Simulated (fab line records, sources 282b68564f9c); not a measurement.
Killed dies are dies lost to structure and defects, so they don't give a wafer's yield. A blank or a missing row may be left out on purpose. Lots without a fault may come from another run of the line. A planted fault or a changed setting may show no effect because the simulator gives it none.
A struck lot beside a sound one | flow rit_cmos | 20 steps out of a route of 202
Sound: wafers L191.2, L191.3, L191.4. Struck: wafers L185.2, L185.3, L185.6. The cause comes at the end.
At each step with rows: each side's tool, then ch and its chambers, then its first start. Under that, the readings that differ: sound wafers | struck wafers | difference of the means | sigmas: that difference in standard deviations of wafers without a fault.
alike: readings whose means differ by less than 2 such deviations, and words and numbers that are the same on both sides. not compared: withheld readings, readings that some wafer has no value for, bounds like >300 that may hide the same value, and numbers for which the record gives no deviation and whose values overlap.
The two part at a step that has a row with sigmas, a row that says differs or no value, or rows on one side only. Numbers that don't overlap but have no deviation are shown without sigmas and don't part them. A reading that every wafer of one side lacks parts them only if that side has two wafers or more.

first, 2 steps without rows for these wafers: RIT_NWELL_HARDBAKE_07 (time 120 s); RIT_NWELL_IMPLANT_08.
RIT_NWELL_STRIP_09: strips in O2, time 180 s.
  sound on plasma_asher-02 ch 0,1, day 5 11:38; struck on plasma_asher-02 ch 0,1, day 4 03:55
  alike: drypump_motor_current_A
  not compared: rf_hours_counter_h
RIT_NWELL_TW_MEAS_10:
  sound on film_metro-04, day 5 11:49; struck on film_metro-04, day 4 04:06
  alike: NWELL_TW
then, 6 steps without rows for these wafers: RIT_PWELL_HMDS_00 (prime time 60 s); RIT_PWELL_COAT_01 (resist thk 1300 nm); RIT_PWELL_SOFTBAKE_02 (time 60 s); RIT_PWELL_EXPOSE_03 (exposes mask M3, target cd 43700 nm); RIT_PWELL_PEB_04; RIT_PWELL_DEVELOP_05 (develop time 68 s).
RIT_PWELL_OVL_MEAS_06:
  sound on overlay-02, day 5 12:45; struck on overlay-01, day 4 05:02
  alike: PWELL_OVL
then, 1 step without rows for these wafers: RIT_PWELL_HARDBAKE_07 (time 120 s).
RIT_PWELL_IMPLANT_08:
  sound on implanter-04 ch 0, day 5 13:03; struck on implanter-02 ch 0, day 4 05:20
  reading            | sound                 | struck                       | difference | sigmas
  dose_ions_cm2      | 7e+13 7e+13 6.988e+13 | 9.943e+13 9.95e+13 9.954e+13 | +2.953e+13 | +99 or more
  faraday_current_uA | 219 212 224           | 306 316 312                  | +93        | +20
  alike: end_station_pressure_torr
RIT_PWELL_STRIP_09: strips in O2, time 180 s.
  sound on plasma_asher-03 ch 0,1, day 5 13:11; struck on plasma_asher-03 ch 0,1, day 4 05:28
  alike: drypump_motor_current_A
  not compared: rf_hours_counter_h
RIT_PWELL_TW_MEAS_10:
  sound on film_metro-01, day 5 13:22; struck on film_metro-04, day 4 05:39
  reading  | sound       | struck         | difference | sigmas
  PWELL_TW | 940 941 939 | 1072 1069 1079 | +133       | +29
then, 1 step without rows for these wafers: RIT_WELLDRIVE_ANNEAL_00 (time 14700 s).
RIT_WELLDRIVE_RS_MEAS_01: measures by four-point-probe.
  sound on film_metro-01, day 5 18:31; struck on film_metro-02, day 4 10:48
  alike: NWELL_RS
RIT_WELLDRIVE_RS_MEAS_02: measures by four-point-probe.
  sound on film_metro-01, day 5 18:38; struck on film_metro-02, day 4 10:55
  reading           | sound             | struck            | difference | sigmas
  PWELL_RS (ohm/sq) | 430.8 430.5 430.2 | 345.6 345.2 344.7 | -85.3      | -61
then, 1 step without rows for these wafers: RIT_NRETRO_HMDS_00 (prime time 60 s).
RIT_M1_PROBE_99:
  sound on prober-02, day 6 23:25; struck on prober-02, day 5 17:53
  reading                             | sound             | struck            | difference | sigmas
  model.etest.nmos_0p3.r_on_ohm_um    | 2151 2115 2167    | 2407 2378 2398    | +250       |
  model.etest.nmos_0p15.r_on_ohm_um   | 1147 1103 1155    | 1233 1226 1208    | +87        |
  model.etest.pwell_pinched.rs_ohm_sq | 469.6 461.1 467.8 | 365.7 363.8 365.4 | -101.2     |
  model.etest.pwell.rs_ohm_sq         | 426.2 424.3 420.7 | 328 325.1 328.3   | -97        |
  model.etest.nmos_turned.drive_ua_um | 314.9 324.6 317   | 243.5 253.1 244.3 | -71.9      |
  model.etest.nmos_0p15.drive_ua_um   | 454.7 467.2 455.8 | 411.3 417.9 419.1 | -43.1      |
  model.etest.nmos_narrow.drive_ua_um | 221.7 218.3 217.2 | 187.4 194.6 187.5 | -29.2      |
  model.etest.nmos_0p3.drive_ua_um    | 227.9 230 225.2   | 188.4 193.4 187.2 | -38.0      |
  alike: killed_at_contacts, killed_at_front_end, killed_dies, killed_open, killed_short

WHERE THEY PART
First at RIT_PWELL_IMPLANT_08; last, within this record, at RIT_WELLDRIVE_RS_MEAS_02. Later steps at which nothing parts them and some readings are alike: RIT_M1_PROBE_99.

WHY: what the simulator had put in
Process parameter drift: implanter-02, from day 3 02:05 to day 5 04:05, at RIT_PWELL_IMPLANT_08. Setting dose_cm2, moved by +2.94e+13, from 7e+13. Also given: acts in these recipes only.
